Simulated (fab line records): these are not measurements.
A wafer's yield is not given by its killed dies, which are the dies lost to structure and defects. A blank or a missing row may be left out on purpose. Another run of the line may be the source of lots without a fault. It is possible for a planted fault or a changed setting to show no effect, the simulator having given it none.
A struck lot beside a sound one ; flow rit cmos ; 16 out of 202 route steps
Sound: the wafers L253.1, L253.3, L253.6. Wafers struck: L255.2, L255.3, L255.6. The cause is named last.
Order at every step that has rows: each side's tool, ch and its chambers, its first start. Under that, the readings that differ: sound wafers ; struck wafers ; difference of the means ; sigmas: that difference in standard deviations of wafers without a fault.
alike: readings whose means differ by less than 2 such deviations, and words and numbers that are the same on both sides. not compared: withheld readings, readings that some wafer has no value for, bounds like >300 that may hide the same value, and numbers for which the record gives no deviation and whose values overlap.
Wherever a step has rows on one side only, a row that says differs or no value, or a row with sigmas, the two part there. When numbers do not overlap yet have no deviation, they are printed without sigmas and do not part them. A reading missing from all wafers of one side parts the sides only when that side holds two or more wafers.

RIT_ACTIVE_BOW_MEAS_00:
  sound on film metro-02, day 1 20:00; struck on film metro-04, day 2 06:01
  alike: INCOMING_BOW
then, 1 step without rows for these wafers: RIT_ACTIVE_OXIDATION_01 (target thk 46.8 nm, ox time 3360 s).
RIT_ACTIVE_THK_MEAS_02:
  sound on film metro-04, day 1 22:34; struck on film metro-04, day 2 08:04
  alike: ACTIVE_OXIDE_THK
then, 1 step without rows for these wafers: RIT_ACTIVE_CVD_03 (deposits Si3N4 from SiH2Cl2/NH3, target thk 150 nm, time 1500 s).
RIT_ACTIVE_THK_MEAS_04:
  sound on film metro-03, day 2 00:45; struck on film metro-03, day 2 09:35
  alike: ACTIVE_NITRIDE_THK
then, 3 steps without rows for these wafers: RIT_ACTIVE_HMDS_05 (prime time 60 s); RIT_ACTIVE_COAT_06 (resist thk 1000 nm); RIT_ACTIVE_SOFTBAKE_07 (time 60 s).
RIT_ACTIVE_EXPOSE_08: exposes mask M1, target cd 1400 nm.
  sound on iline stepper-01 ch 0, day 2 01:16; struck on iline stepper-02 ch 0, day 2 10:06
reading;sound;struck;difference;sigmas
mask;M1#0 M1#0 M1#0;M1_R1#0 M1_R1#0 M1_R1#0;differs;
  alike: exposure dose mJ cm2
then, 2 steps without rows for these wafers: RIT_ACTIVE_PEB_09; RIT_ACTIVE_DEVELOP_10 (develop time 50 s).
RIT_ACTIVE_CD_MEAS_11 targets a cd of 1400 nm.
  sound on cd sem-01, day 2 01:40; struck on cd sem-02, day 2 10:30
reading;sound;struck;difference;sigmas
cd nm (nm);1400.2 1402.2 1400.6;1548.9 1548.9 1546.7;+147.2;+67
then, 1 step without rows for these wafers: RIT_ACTIVE_HARDBAKE_12 (time 60 s).
RIT_ACTIVE_ETCH_13: etches Si3N4 in SF6, stops on SiO2, time 210 s, target depth 210 nm.
  sound on rie diel-02 ch 0,2, day 2 01:56; struck on rie diel-04 ch 2,3, day 2 10:45
reading;sound;struck;difference;sigmas
model.ACTIVE.cd nm (nm);1400 1402 1401;1549 1549 1547;+147;
  alike: drypump motor current A, oes product au, throttle valve pct
  not compared: rf hours counter h
RIT_ACTIVE_STRIP_14: strips in O2, time 180 s.
  sound on plasma asher-01 ch 0,1, day 2 02:04; struck on plasma asher-02 ch 0,1, day 2 10:53
  alike: drypump motor current A
  not compared: rf hours counter h
RIT_M1_PROBE_99:
  sound on prober-02, day 3 23:14; struck on prober-02, day 4 10:42
reading;sound;struck;difference;sigmas
killed at front end;2 2 2;9 15 7;+8;+3
killed dies;2 3 2;9 15 7;+8;+3
model.etest.pplus sal.width nm (nm);3424 3442 3451;3597 3595 3617;+164;
model.etest.nplus sal.width nm (nm);3444 3434 3440;3580 3590 3607;+153;
model.etest.nldd.width nm (nm);3162 3168 3181;3283 3311 3309;+131;
model.etest.pldd.width nm (nm);3176 3181 3167;3315 3271 3313;+125;
model.etest.nmos narrow.drive ua um;223.3 231.4 225.7;257.3 258.8 261.9;+32.5;
model.etest.pmos narrow.drive ua um;100.9 102.9 100.3;112.7 114.1 115.6;+12.8;
model.etest.field p metal.vt v (V);-28.51 -28.75 -29.03;-32.44 -32.68 -33.14;-3.99;
model.etest.field p.vt v (V);-12.69 -12.75 -12.69;-14.1 -14.1 -14.13;-1.4;
  alike: killed at contacts, killed open, killed short

== WHERE THEY PART ==
First at RIT_ACTIVE_EXPOSE_08; last, within this record, at RIT_M1_PROBE_99.

WHY: the cause the simulator had injected
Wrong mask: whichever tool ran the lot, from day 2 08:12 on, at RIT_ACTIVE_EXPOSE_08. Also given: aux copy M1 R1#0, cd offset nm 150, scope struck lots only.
